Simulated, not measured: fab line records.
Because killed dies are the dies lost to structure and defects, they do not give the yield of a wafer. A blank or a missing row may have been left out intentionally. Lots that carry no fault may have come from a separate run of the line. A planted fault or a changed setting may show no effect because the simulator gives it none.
Which tool is to blame?    flow rit cmos    7 lots (21 wafers sampled), 1 step of a 202-step route

WHAT EACH GAUGE READ, for each wafer
RIT_GATE_OVL_MEAS_17.
lot   measured     on          GATE_OVL (nm)
L546  day 4 14:47  overlay-01  0.3 1.8 0.7
L548  day 4 21:43  overlay-01  -1.5 -0.1 0.6
L551  day 5 17:19  overlay-01  -4.0 -2.2 -2.7
L554  day 6 03:55  overlay-01  -0.8 -0.9 -1.3
L559  day 6 18:25  overlay-02  -2.3 -1.3 -2.3
L561  day 7 02:05  overlay-02  0.9 1.8 0.1
L564  day 7 12:55  overlay-02  -2.0 -2.1 -1.1

TOOL THAT RAN EACH LOT (tool first, then ch and the chambers of the sampled wafers, then the start)
The record holds no process step before these readings.

THE ANSWER, worked out from the rows above alone
Rule: the usual values come from the lots themselves. Put in order of their means at a reading, lots are off if they are a third of the lots or fewer, leave a main group of 4 or more, and stand apart from it by a gap of 3 or more times the standard deviation of the main group's means; of several such gaps the widest counts. Not used: any main group whose means are identical at the precision the tables above print for the reading. Also off: a lot with no number at a reading for which 4 or more lots have one. Where the step has rows for the other lots, those lots are counted as sound.
No lot is off on any of the readings shown, so nothing can be concluded from this.

WHAT THE SIMULATOR HAD INSERTED
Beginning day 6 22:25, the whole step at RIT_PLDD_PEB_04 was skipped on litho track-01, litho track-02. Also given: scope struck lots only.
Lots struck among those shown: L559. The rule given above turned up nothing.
